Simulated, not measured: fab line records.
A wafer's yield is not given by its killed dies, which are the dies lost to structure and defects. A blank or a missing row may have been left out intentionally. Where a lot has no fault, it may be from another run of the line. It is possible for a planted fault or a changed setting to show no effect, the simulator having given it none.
fab line records ; flow berkeley-cmos170
[record] lots = 15; wafers = 45; last-day = 12
route steps=331 shown NWELL@26 PWELL@47 FIELD@90 NVT@110
lots that met no fault: taken from a fault-free run of the same line
start-h: hours from the record's first day to the start of the lot's first wafer shown ; wait-h: how many hours have passed since the lot's step before this one ; " unchanged from the row above ; L1.1+2: a row that stands for several wafers ; - either no value or no given start ; * or withheld: withheld ; < > ~ a bound
route shown NAME@n: a module of which the file shows steps, and the number in the route of the first ; usual: average and standard deviation across the fault-free wafers ; same: alike in all rows ; chamber/n: place in a boat ; sites: each site's reading ; _std_site: how widely they spread, as a standard deviation ; _edge_site: the outer-site mean with the inner-site mean subtracted ; radius-mm: how far each site lies from the wafer's centre ; mask NAME#n: copy n ; behind: tool/chamber where the wafer was last shaped ; hold: why the lot went on hold/how many hours it stayed there/how the hold came to an end ; device: the transistor (n, p or np) that didn't switch ; end of line: at the end of the route, the tests of the same wafers ; where a step has no rows: the recipe by itself ; killed: dies that structure and defects cost at the first sort, which is not the same as the wafer's yield ; map: the dies of a wafer, with x for killed, . for not killed, _ for no die there
set.NAME: the run value of the setting; set.NAME@STEP: its run value at that earlier step ; model.NAME: the simulator's own value behind a step, which no gauge read
route steps across a sampled set of lots; one table per step, one row per wafer
[[steps]]
[step UCB170_NWELL_OVL_MEAS_12]
[usual] NWELL_OVL = -2/5.8
lot.wafer;tool;chamber;start-h;wait-h;NWELL_OVL[nm]
L548.2;overlay-02;-;41.16;-;-7
L548.4;overlay-02;-;41.16;-;0
L548.6;overlay-02;-;41.16;-;-2
L549.2;overlay-01;-;41.43;-;-1
L549.3;overlay-01;-;41.43;-;-1
L549.6;overlay-01;-;41.43;-;-5
L552.1;overlay-02;-;56.82;-;-9
L552.2;overlay-02;-;56.82;-;-4
L552.5;overlay-02;-;56.82;-;-3
L556.2;overlay-02;-;75.02;-;-2
L556.5;overlay-02;-;75.02;-;-5
L556.6;overlay-02;-;75.02;-;-7
L557.1;overlay-01;-;82.80;-;-12
L557.2;overlay-01;-;82.80;-;-10
L557.6;overlay-01;-;82.80;-;-4
L559.2;overlay-01;-;87.57;-;3
L559.4;overlay-01;-;87.57;-;1
L559.6;overlay-01;-;87.57;-;3
L558.1;overlay-01;-;87.68;-;-3
L558.3;overlay-01;-;87.68;-;3
L558.6;overlay-01;-;87.68;-;5
L560.2;overlay-01;-;92.00;-;-10
L560.4;overlay-01;-;92.00;-;-4
L560.5;overlay-01;-;92.00;-;-6
L561.1;overlay-01;-;102.49;-;3
L561.4;overlay-01;-;102.49;-;-3
L561.5;overlay-01;-;102.49;-;-8
L562.2;overlay-01;-;103.22;-;8
L562.4;overlay-01;-;103.22;-;0
L562.5;overlay-01;-;103.22;-;-4
L563.3;overlay-02;-;108.07;-;-3
L563.4;overlay-02;-;108.07;-;-4
L563.6;overlay-02;-;108.07;-;2
L566.2;overlay-02;-;122.66;-;-9
L566.3;overlay-02;-;122.66;-;-1
L566.4;overlay-02;-;122.66;-;-5
L567.1;overlay-02;-;126.73;-;2
L567.4;overlay-02;-;126.73;-;2
L567.5;overlay-02;-;126.73;-;4
L568.1;overlay-01;-;140.26;-;1
L568.3;overlay-01;-;140.26;-;1
L568.5;overlay-01;-;140.26;-;-4
L570.1;overlay-01;-;143.04;-;-12
L570.2;overlay-01;-;143.04;-;-14
L570.5;overlay-01;-;143.04;-;-18
[step UCB170_PWELL_OVL_MEAS_13]
[usual] PWELL_OVL = -3/5.1
lot.wafer;tool;chamber;start-h;wait-h;PWELL_OVL[nm]
L549.2;overlay-02;-;56.92;-;-1
L549.3;overlay-02;-;56.92;-;-10
L549.6;overlay-02;-;56.92;-;-4
L548.2;overlay-01;-;57.18;-;3
L548.4;overlay-01;-;57.18;-;0
L548.6;overlay-01;-;57.18;-;6
L552.1;overlay-01;-;73.12;-;-4
L552.2;overlay-01;-;73.12;-;-1
L552.5;overlay-01;-;73.12;-;-8
L556.2;overlay-01;-;93.60;-;5
L556.5;overlay-01;-;93.60;-;2
L556.6;overlay-01;-;93.60;-;3
L557.1;overlay-01;-;102.74;-;-1
L557.2;overlay-01;-;102.74;-;-8
L557.6;overlay-01;-;102.74;-;0
L559.2;overlay-02;-;102.87;-;-5
L559.4;overlay-02;-;102.87;-;-13
L559.6;overlay-02;-;102.87;-;-12
L558.1;overlay-01;-;106.67;-;3
L558.3;overlay-01;-;106.67;-;1
L558.6;overlay-01;-;106.67;-;-3
L560.2;overlay-02;-;106.91;-;3
L560.4;overlay-02;-;106.91;-;7
L560.5;overlay-02;-;106.91;-;9
L561.1;overlay-01;-;118.13;-;-12
L561.4;overlay-01;-;118.13;-;-8
L561.5;overlay-01;-;118.13;-;-9
L562.2;overlay-01;-;124.91;-;1
L562.4;overlay-01;-;124.91;-;-2
L562.5;overlay-01;-;124.91;-;-7
L563.3;overlay-02;-;125.02;-;-5
L563.4;overlay-02;-;125.02;-;-5
L563.6;overlay-02;-;125.02;-;-4
L566.2;overlay-02;-;142.27;-;-9
L566.3;overlay-02;-;142.27;-;-7
L566.4;overlay-02;-;142.27;-;-6
L567.1;overlay-02;-;147.42;-;-4
L567.4;overlay-02;-;147.42;-;-4
L567.5;overlay-02;-;147.42;-;0
L570.1;overlay-02;-;160.85;-;3
L570.2;overlay-02;-;160.85;-;-4
L570.5;overlay-02;-;160.85;-;-4
L568.1;overlay-02;-;161.08;-;0
L568.3;overlay-02;-;161.08;-;2
L568.5;overlay-02;-;161.08;-;-1
[step UCB170_FIELD_OXIDATION_01]
[recipe] temp-c = 1000; ambient = H2O; p-h2o-torr = 584.62; target-thk-a = 5583; ox-time-s = 7200
[usual] spike-tc-centre-C = 1002.0/1.2; spike-tc-load-C = 1022.7/1.9; tube-center-temp-C = 1000/0.088; tube_center_temp_C_max = 1002.5/0.42
lot.wafer;tool;chamber;start-h;wait-h;spike-tc-centre-C;spike-tc-load-C;tube-center-temp-C;tube_center_temp_C_max
L548.2;furnace-02;0;90.07;2.0;1003.6;1022.4;1000.2;1003.3
L548.4;furnace-02;0;90.07;2.0;1001.4;1021.9;1000;1002.4
L548.6;furnace-02;0;90.07;2.0;1002.0;1021.5;999.96;1002.3
L549.2;furnace-02;0;90.07;1.3;1001.5;1021.9;1000;1002.1
L549.3;furnace-02;0;90.07;1.3;1003.7;1021.6;999.89;1003.6
L549.6;furnace-02;0;90.07;1.3;1003.2;1019.8;1000;1002.7
L552.1;furnace-02;0;101.17;2.1;1003.7;1021.9;1000.1;1001.9
L552.2;furnace-02;0;101.17;2.1;1003.8;1022.3;1000;1002.5
L552.5;furnace-02;0;101.17;2.1;1002.9;1021.4;1000.1;1002.6
L556.2;furnace-04;0;127.63;1.8;1001.8;1023.0;999.96;1002.8
L556.5;furnace-04;0;127.63;1.8;1002.9;1022.3;1000;1002.3
L556.6;furnace-04;0;127.63;1.8;1002.7;1020.1;999.96;1002.3
L557.1;furnace-01;0;132.98;3.2;999.6;1024.8;1000;1002.2
L557.2;furnace-01;0;132.98;3.2;1001.8;1023.5;1000.1;1002.8
L557.6;furnace-01;0;132.98;3.2;1000.4;1023.8;1000.1;1002.3
L558.1;furnace-01;0;132.98;0.8;999.7;1024.1;999.91;1002.3
L558.3;furnace-01;0;132.98;0.8;1002.7;1022.8;999.88;1002.7
L558.6;furnace-01;0;132.98;0.8;1000.2;1024.3;999.96;1003.0
L559.2;furnace-01;0;132.98;2.8;1001.0;1024.2;999.96;1002.5
L559.4;furnace-01;0;132.98;2.8;1002.7;1023.6;1000.1;1002.5
L559.6;furnace-01;0;132.98;2.8;1002.5;1027.1;1000.1;1002.1
L560.2;furnace-01;0;132.98;1.1;1001.1;1024.3;999.96;1003.5
L560.4;furnace-01;0;132.98;1.1;1001.0;1024.2;1000;1002.6
L560.5;furnace-01;0;132.98;1.1;999.6;1026.6;999.96;1002.2
L561.1;furnace-01;0;153.87;2.1;1008.8;1031.5;1008.1;1010.1
L561.4;furnace-01;0;153.87;2.1;1009.8;1032.9;1008;1010.8
L561.5;furnace-01;0;153.87;2.1;1010.6;1034.6;1007.9;1010.0
L562.2;furnace-01;0;153.87;1.1;1007.3;1033.5;1007.9;1010.6
L562.4;furnace-01;0;153.87;1.1;1010.0;1033.1;1008.1;1010.3
L562.5;furnace-01;0;153.87;1.1;1009.2;1033.1;1008;1010.4
L563.3;furnace-01;0;153.87;0.9;1009.6;1033.7;1007.9;1009.9
L563.4;furnace-01;0;153.87;0.9;1010.5;1032.3;1007.8;1010.1
L563.6;furnace-01;0;153.87;0.9;1010.9;1033.2;1008;1010.2
L566.2;furnace-04;0;174.26;3.1;1000.9;1021.4;999.98;1002.4
L566.3;furnace-04;0;174.26;3.1;1001.3;1023.8;1000.1;1003.5
L566.4;furnace-04;0;174.26;3.1;1000.6;1022.0;1000.2;1003.8
L567.1;furnace-04;0;181.59;3.9;1000.9;1023.3;999.92;1002.9
L567.4;furnace-04;0;181.59;3.9;1000.0;1023.2;1000;1002.4
L567.5;furnace-04;0;181.59;3.9;1001.3;1022.2;1000;1002.9
L568.1;furnace-04;0;194.43;0.7;999.7;1021.1;999.91;1002.9
L568.3;furnace-04;0;194.43;0.7;1002.1;1023.0;1000.1;1002.8
L568.5;furnace-04;0;194.43;0.7;1002.1;1021.3;1000;1001.9
L570.1;furnace-04;0;194.43;0.7;1003.6;1022.5;1000;1003.1
L570.2;furnace-04;0;194.43;0.7;1002.1;1019.7;999.88;1001.9
L570.5;furnace-04;0;194.43;0.7;1001.4;1021.0;999.86;1002.0
[step UCB170_FIELD_THK_MEAS_02]
[recipe] reads = SiO2_of_FIELD_OXIDATION_01
[usual] FIELD_OXIDE_THK = 560/9.2
lot.wafer;tool;chamber;start-h;wait-h;FIELD_OXIDE_THK[nm]
L548.2;film-metro-04;-;93.08;0.0;557
L548.4;film-metro-04;-;93.08;0.0;555
L548.6;film-metro-04;-;93.08;0.0;548
L549.2;film-metro-03;-;93.08;0.0;548
L549.3;film-metro-03;-;93.08;0.0;553
L549.6;film-metro-03;-;93.08;0.0;549
L552.1;film-metro-03;-;104.17;0.0;555
L552.2;film-metro-03;-;104.17;0.0;565
L552.5;film-metro-03;-;104.17;0.0;557
L556.2;film-metro-04;-;130.64;0.0;557
L556.5;film-metro-04;-;130.64;0.0;570
L556.6;film-metro-04;-;130.64;0.0;564
L557.1;film-metro-03;-;135.98;0.0;568
L557.2;film-metro-03;-;135.98;0.0;575
L557.6;film-metro-03;-;135.98;0.0;568
L559.2;film-metro-04;-;135.99;0.0;554
L559.4;film-metro-04;-;135.99;0.0;556
L559.6;film-metro-04;-;135.99;0.0;561
L558.1;film-metro-04;-;136.04;0.1;564
L558.3;film-metro-04;-;136.04;0.1;573
L558.6;film-metro-04;-;136.04;0.1;570
L560.2;film-metro-03;-;136.05;0.1;562
L560.4;film-metro-03;-;136.05;0.1;553
L560.5;film-metro-03;-;136.05;0.1;566
L561.1;film-metro-01;-;156.87;0.0;584
L561.4;film-metro-01;-;156.87;0.0;585
L561.5;film-metro-01;-;156.87;0.0;597
L562.2;film-metro-04;-;156.88;0.0;597
L562.4;film-metro-04;-;156.88;0.0;602
L562.5;film-metro-04;-;156.88;0.0;597
L563.3;film-metro-03;-;156.89;0.0;571
L563.4;film-metro-03;-;156.89;0.0;588
L563.6;film-metro-03;-;156.89;0.0;585
L566.2;film-metro-04;-;177.27;0.0;567
L566.3;film-metro-04;-;177.27;0.0;555
L566.4;film-metro-04;-;177.27;0.0;559
L567.1;film-metro-04;-;184.59;0.0;550
L567.4;film-metro-04;-;184.59;0.0;545
L567.5;film-metro-04;-;184.59;0.0;546
L568.1;film-metro-01;-;197.43;0.0;553
L568.3;film-metro-01;-;197.43;0.0;553
L568.5;film-metro-01;-;197.43;0.0;552
L570.1;film-metro-04;-;197.43;0.0;561
L570.2;film-metro-04;-;197.43;0.0;550
L570.5;film-metro-04;-;197.43;0.0;554
[step UCB170_FIELD_THK_MEAS_90]
[recipe] reads = SiO2_of_FIELD_OXIDATION_01
[usual] FIELD_OXIDE_LEFT_1_THK = 443/9.1
lot.wafer;tool;chamber;start-h;wait-h;FIELD_OXIDE_LEFT_1_THK[nm]
L548.2;film-metro-03;-;99.27;0.0;440
L548.4;film-metro-03;-;99.27;0.0;439
L548.6;film-metro-03;-;99.27;0.0;432
L549.2;film-metro-04;-;99.27;0.0;431
L549.3;film-metro-04;-;99.27;0.0;435
L549.6;film-metro-04;-;99.27;0.0;431
L552.1;film-metro-01;-;110.27;0.0;439
L552.2;film-metro-01;-;110.27;0.0;448
L552.5;film-metro-01;-;110.27;0.0;441
L556.2;film-metro-03;-;136.97;0.1;440
L556.5;film-metro-03;-;136.97;0.1;453
L556.6;film-metro-03;-;136.97;0.1;448
L557.1;film-metro-04;-;142.37;0.0;449
L557.2;film-metro-04;-;142.37;0.0;457
L557.6;film-metro-04;-;142.37;0.0;451
L560.2;film-metro-03;-;142.38;0.0;444
L560.4;film-metro-03;-;142.38;0.0;435
L560.5;film-metro-03;-;142.38;0.0;448
L558.1;film-metro-03;-;142.43;0.1;447
L558.3;film-metro-03;-;142.43;0.1;457
L558.6;film-metro-03;-;142.43;0.1;453
L559.2;film-metro-04;-;142.44;0.1;438
L559.4;film-metro-04;-;142.44;0.1;439
L559.6;film-metro-04;-;142.44;0.1;445
L561.1;film-metro-04;-;164.40;0.0;469
L561.4;film-metro-04;-;164.40;0.0;469
L561.5;film-metro-04;-;164.40;0.0;481
L562.2;film-metro-03;-;164.41;0.0;480
L562.4;film-metro-03;-;164.41;0.0;485
L562.5;film-metro-03;-;164.41;0.0;481
L563.3;film-metro-01;-;164.42;0.0;454
L563.4;film-metro-01;-;164.42;0.0;471
L563.6;film-metro-01;-;164.42;0.0;468
L566.2;film-metro-03;-;185.47;0.0;450
L566.3;film-metro-03;-;185.47;0.0;437
L566.4;film-metro-03;-;185.47;0.0;442
L567.1;film-metro-03;-;193.76;0.0;433
L567.4;film-metro-03;-;193.76;0.0;429
L567.5;film-metro-03;-;193.76;0.0;430
L570.1;film-metro-03;-;205.12;0.0;444
L570.2;film-metro-03;-;205.12;0.0;433
L570.5;film-metro-03;-;205.12;0.0;438
L568.1;film-metro-01;-;205.16;0.1;437
L568.3;film-metro-01;-;205.16;0.1;437
L568.5;film-metro-01;-;205.16;0.1;435
[step UCB170_NVT_OVL_MEAS_06]
[usual] NVT_OVL = 1/5.9
lot.wafer;tool;chamber;start-h;wait-h;NVT_OVL[nm]
L549.2;overlay-02;-;110.45;-;-9
L549.3;overlay-02;-;110.45;-;-3
L549.6;overlay-02;-;110.45;-;-6
L548.2;overlay-01;-;110.53;-;0
L548.4;overlay-01;-;110.53;-;-1
L548.6;overlay-01;-;110.53;-;-6
L552.1;overlay-01;-;122.65;-;-2
L552.2;overlay-01;-;122.65;-;-1
L552.5;overlay-01;-;122.65;-;5
L556.2;overlay-01;-;149.00;-;2
L556.5;overlay-01;-;149.00;-;-2
L556.6;overlay-01;-;149.00;-;1
L559.2;overlay-02;-;150.78;-;-3
L559.4;overlay-02;-;150.78;-;4
L559.6;overlay-02;-;150.78;-;6
L560.2;overlay-01;-;151.87;-;3
L560.4;overlay-01;-;151.87;-;3
L560.5;overlay-01;-;151.87;-;-7
L557.1;overlay-02;-;151.90;-;10
L557.2;overlay-02;-;151.90;-;7
L557.6;overlay-02;-;151.90;-;2
L558.1;overlay-01;-;152.87;-;8
L558.3;overlay-01;-;152.87;-;6
L558.6;overlay-01;-;152.87;-;11
L561.1;overlay-02;-;172.71;-;1
L561.4;overlay-02;-;172.71;-;-4
L561.5;overlay-02;-;172.71;-;7
L563.3;overlay-01;-;173.00;-;-3
L563.4;overlay-01;-;173.00;-;-6
L563.6;overlay-01;-;173.00;-;-5
L562.2;overlay-02;-;173.14;-;10
L562.4;overlay-02;-;173.14;-;14
L562.5;overlay-02;-;173.14;-;5
L566.2;overlay-01;-;201.65;-;-4
L566.3;overlay-01;-;201.65;-;-2
L566.4;overlay-01;-;201.65;-;-4
L567.1;overlay-02;-;208.36;-;-12
L567.4;overlay-02;-;208.36;-;1
L567.5;overlay-02;-;208.36;-;-4
L570.1;overlay-02;-;222.32;-;1
L570.2;overlay-02;-;222.32;-;2
L570.5;overlay-02;-;222.32;-;-9
L568.1;overlay-02;-;222.79;-;-11
L568.3;overlay-02;-;222.79;-;-5
L568.5;overlay-02;-;222.79;-;-3
[step UCB170_FIELD_THK_MEAS_91]
[recipe] reads = SiO2_of_FIELD_OXIDATION_01
[usual] FIELD_OXIDE_LEFT_2_THK = 355/9
lot.wafer;tool;chamber;start-h;wait-h;FIELD_OXIDE_LEFT_2_THK[nm]
L549.2;film-metro-04;-;114.01;0.0;344
L549.3;film-metro-04;-;114.01;0.0;348
L549.6;film-metro-04;-;114.01;0.0;345
L548.2;film-metro-04;-;114.19;0.0;352
L548.4;film-metro-04;-;114.19;0.0;351
L548.6;film-metro-04;-;114.19;0.0;342
L552.1;film-metro-01;-;125.89;0.0;350
L552.2;film-metro-01;-;125.89;0.0;361
L552.5;film-metro-01;-;125.89;0.0;353
L556.2;film-metro-01;-;152.16;0.0;353
L556.5;film-metro-01;-;152.16;0.0;365
L556.6;film-metro-01;-;152.16;0.0;360
L559.2;film-metro-01;-;154.18;0.0;349
L559.4;film-metro-01;-;154.18;0.0;351
L559.6;film-metro-01;-;154.18;0.0;356
L557.1;film-metro-01;-;154.90;0.0;361
L557.2;film-metro-01;-;154.90;0.0;369
L557.6;film-metro-01;-;154.90;0.0;362
L560.2;film-metro-01;-;155.11;0.0;356
L560.4;film-metro-01;-;155.11;0.0;348
L560.5;film-metro-01;-;155.11;0.0;360
L558.1;film-metro-04;-;155.38;0.0;359
L558.3;film-metro-04;-;155.38;0.0;369
L558.6;film-metro-04;-;155.38;0.0;365
L561.1;film-metro-01;-;175.80;0.0;380
L561.4;film-metro-01;-;175.80;0.0;381
L561.5;film-metro-01;-;175.80;0.0;393
L562.2;film-metro-03;-;176.64;0.0;390
L562.4;film-metro-03;-;176.64;0.0;395
L562.5;film-metro-03;-;176.64;0.0;392
L563.3;film-metro-01;-;176.72;0.0;364
L563.4;film-metro-01;-;176.72;0.0;381
L563.6;film-metro-01;-;176.72;0.0;378
L566.2;film-metro-04;-;205.09;0.0;361
L566.3;film-metro-04;-;205.09;0.0;348
L566.4;film-metro-04;-;205.09;0.0;353
L567.1;film-metro-03;-;210.26;0.0;345
L567.4;film-metro-03;-;210.26;0.0;341
L567.5;film-metro-03;-;210.26;0.0;342
L570.1;film-metro-04;-;224.94;0.0;355
L570.2;film-metro-04;-;224.94;0.0;346
L570.5;film-metro-04;-;224.94;0.0;349
L568.1;film-metro-01;-;225.77;0.0;348
L568.3;film-metro-01;-;225.77;0.0;349
L568.5;film-metro-01;-;225.77;0.0;346
[[key]]
[first-sign] step = UCB170_FIELD_OXIDATION_01; reading = tube-center-temp-C; direction = up; sigmas = 80; usual = *; struck = *
[effect] step = UCB170_FIELD_OXIDATION_01; reading = tube_center_temp_C_max; direction = up; sigmas = 18; usual = *; struck = *
[effect] step = UCB170_FIELD_THK_MEAS_02; reading = FIELD_OXIDE_THK; direction = up; sigmas = 3.2; usual = 560; struck = 589
[effect] step = UCB170_FIELD_THK_MEAS_90; reading = FIELD_OXIDE_LEFT_1_THK; direction = up; sigmas = 3.3; usual = 443; struck = 473
[effect] step = UCB170_FIELD_THK_MEAS_91; reading = FIELD_OXIDE_LEFT_2_THK; direction = up; sigmas = 3.2; usual = 355; struck = 384
met-at UCB170_FIELD_OXIDATION_01
struck-lots L561,L562,L563
rows-end L561.1,L561.4,L561.5,L562.2,L562.4,L562.5,L563.3,L563.6
sort-left-out L563.4
tester-left-out L563
not-acting-at UCB170_NWELL_OVL_MEAS_12,UCB170_PWELL_OVL_MEAS_13,UCB170_NVT_OVL_MEAS_06
onset-between 132.98 153.87
[fault] kind = process-parameter-drift; tool = furnace-01; chamber = -; onset-h = 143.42; steps = UCB170_FIELD_OXIDATION_01; channel = temp-c; offset = *; shape = step; end-h = 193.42; acts-in = *; stated = *
// tester-left-out: of these lots the tester's yield and bins aren't shown, on N5 and GAA mostly nor the transistor test; their killed dies are dies lost to structure and defects alone, not to doping, threshold or leakage, so they don't give the yield
// sort-left-out: the simulated sort isn't trusted on such a fault, so these wafers' sort isn't shown, and their yield isn't known
// rows-end: these wafers met a further fault down the route, and their rows from its step on are left out
